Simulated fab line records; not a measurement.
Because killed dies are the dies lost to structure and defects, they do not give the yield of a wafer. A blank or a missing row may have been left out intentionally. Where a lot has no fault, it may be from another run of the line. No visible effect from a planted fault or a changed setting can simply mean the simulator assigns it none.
2 desks looking at one fault | flow berkeleyCmos170 | each desk has only its own numbers; what lay behind them comes last

DESK OF THE TOOL OWNER: wetBench-02
The tool's own readings at UCB170_SCREENOX_WET_ETCH_00 (etches SiO2 in dHF, time 200 s): means of the sampled wafers that have a number, for each lot that ran on this tool. A lot is out of limits, marked OUT, if its mean lies more than 4 standard deviations from the usual mean; the brackets give that distance.
Columns: A = runLengthS at UCB170_SCREENOX_WET_ETCH_00, usual 228 s
lot  | first seen here | A
L619 | day 5 23:41     | 227
L620 | day 6 05:29     | 227
L621 | day 6 18:30     | 395 (+49) OUT
L622 | day 6 18:30     | 395 (+49) OUT
L623 | day 6 18:30     | 396 (+49) OUT
L634 | day 9 09:08     | 233
L635 | day 9 09:08     | 233
L636 | day 9 09:08     | 231
L637 | day 10 00:32    | 227
L641 | day 10 14:10    | 226
This desk finds L621, L622, L623 out of limits, L621 being first, at day 6 18:30 (runLengthS at UCB170_SCREENOX_WET_ETCH_00). L619, L620, L634, L635, L636, L637, L641 stayed within limits.

THE METROLOGY DESK
Means of the sampled wafers that have a number, per lot and without regard to the tool the lot ran on: this is what the gauges read. A lot is out of limits, marked OUT, if its mean lies more than 4 standard deviations from the usual mean; the brackets give that distance.
Columns: A = PWELL_TW at UCB170_PWELL_TW_MEAS_17, usual 378; B = PFIELD_TW at UCB170_PFIELD_TW_MEAS_09, usual 595; C = PVT_TW at UCB170_PVT_TW_MEAS_09, usual 507; D = FIELD_OXIDE_LEFT_2_THK at UCB170_FIELD_THK_MEAS_91, usual 367 nm
lot  | first seen here | A   | B   | C   | D
L618 | day 3 02:59     | 376 | 599 | 505 | 356
L619 | day 3 13:52     | 378 | 599 | 504 | 367
L620 | day 3 21:03     | 378 | 597 | 504 | 363
L621 | day 4 05:08     | 379 | 593 | 502 | 332
L622 | day 4 05:08     | 377 | 596 | 504 | 340
L623 | day 4 12:43     | 379 | 599 | 501 | 343
L626 | day 5 00:07     | 378 | 595 | 514 | 384
L635 | day 6 19:02     | 374 | 591 | 510 | 353
L634 | day 6 19:09     | 384 | 600 | 507 | 361
L636 | day 6 19:19     | 377 | 589 | 511 | 362
L637 | day 7 12:35     | 377 | 590 | 502 | 368
L638 | day 7 13:01     | 385 | 599 | 513 | 374
L640 | day 7 22:28     | 385 | 597 | 502 | 369
L639 | day 7 22:32     | 374 | 596 | 512 | 352
L641 | day 7 22:35     | 378 | 595 | 513 | 387
Result from this desk: across the 15 lots, nothing is out of limits.

TAKEN TOGETHER
On L621, L622, L623, at day 6 18:30, an alarm was possible from the tool owner's desk.
Metrology desk: nothing out of limits seen.
The metrology desk holds a record of L621, L622, L623, inside its limits.
UCB170_SCREENOX_WET_ETCH_00 was run on wetBench-02 by each of the lots named.

WHAT THE SIMULATOR PUT IN
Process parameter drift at UCB170_SCREENOX_WET_ETCH_00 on wetBench-02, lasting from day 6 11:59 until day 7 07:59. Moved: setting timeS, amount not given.
Lots struck among those shown: L621, L622, L623.
Hours from the fault's start to each desk's first reading out of limits: the tool owner's desk, 7.
